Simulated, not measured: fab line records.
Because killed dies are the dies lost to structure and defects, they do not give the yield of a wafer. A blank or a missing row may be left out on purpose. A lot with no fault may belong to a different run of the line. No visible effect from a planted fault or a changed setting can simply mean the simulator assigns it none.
The tool behind it: which one? -- flow ritCmos -- Sampling: 7 lots, 21 wafers, 3 of 202 route steps

WHAT THE GAUGES SHOWED, per wafer
RIT_NLDD_TW_MEAS_10.
lot,measured,on,NLDD_TW
L648,day 3 05:08,filmMetro-03,2525 2524 2521
L653,day 4 02:27,filmMetro-01,2482 2483 2482
L655,day 4 11:22,filmMetro-04,2472 2475 2474
L659,day 5 08:16,filmMetro-04,2451 2457 2460
L662,day 6 01:02,filmMetro-04,2245 2237 2243
L666,day 7 04:20,filmMetro-04,2235 2241 2244
L670,day 8 02:02,filmMetro-01,2467 2463 2474

WHAT TOOL EACH LOT RAN ON (gives the tool, then ch and the chambers of the sampled wafers, and finally the start)
lot,RIT_NLDD_IMPLANT_08,RIT_NLDD_STRIP_09
L648,"implanter-01 ch 0, day 3 04:50","plasmaAsher-02 ch 0,1, day 3 04:58"
L653,"implanter-01 ch 0, day 4 02:08","plasmaAsher-03 ch 0,1, day 4 02:16"
L655,"implanter-01 ch 0, day 4 11:04","plasmaAsher-03 ch 0,1, day 4 11:11"
L659,"implanter-04 ch 0, day 5 07:58","plasmaAsher-04 ch 0,1, day 5 08:08"
L662,"implanter-04 ch 0, day 6 00:43","plasmaAsher-02 ch 0,1, day 6 00:52"
L666,"implanter-04 ch 0, day 7 04:00","plasmaAsher-02 ch 0,1, day 7 04:09"
L670,"implanter-01 ch 0, day 8 01:42","plasmaAsher-02 ch 0,1, day 8 01:51"
- RIT_NLDD_IMPLANT_08
- RIT_NLDD_STRIP_09: strips in O2, time 180 s.

THE ANSWER, worked out from the rows above alone
Rule: the usual values come from the lots themselves. Put in order of their means at a reading, lots are off if they are a third of the lots or fewer, leave a main group of 4 or more, and stand apart from it by a gap of 3 or more times the standard deviation of the main group's means; of several such gaps the widest counts. Not used: any main group whose means are identical at the precision the tables above print for the reading. A lot without any number at a reading at which 4 lots or more have one is off too. Where the step has rows for the other lots, those lots are counted as sound.
Off: L662, L666, seen at RIT_NLDD_TW_MEAS_10 (NLDD_TW). Mean 2481 and standard deviation 23 in the main group.
A tool fits if, at a process step before that reading, it ran every lot that is off, and no sound lot after the first of them. Those tools and the gauges at RIT_NLDD_TW_MEAS_10 are tried in the same way. Can't be told from this: 2 tools fit, implanter-04 at RIT_NLDD_IMPLANT_08, filmMetro-04 at RIT_NLDD_TW_MEAS_10.

WHAT THE SIMULATOR HAD PUT IN
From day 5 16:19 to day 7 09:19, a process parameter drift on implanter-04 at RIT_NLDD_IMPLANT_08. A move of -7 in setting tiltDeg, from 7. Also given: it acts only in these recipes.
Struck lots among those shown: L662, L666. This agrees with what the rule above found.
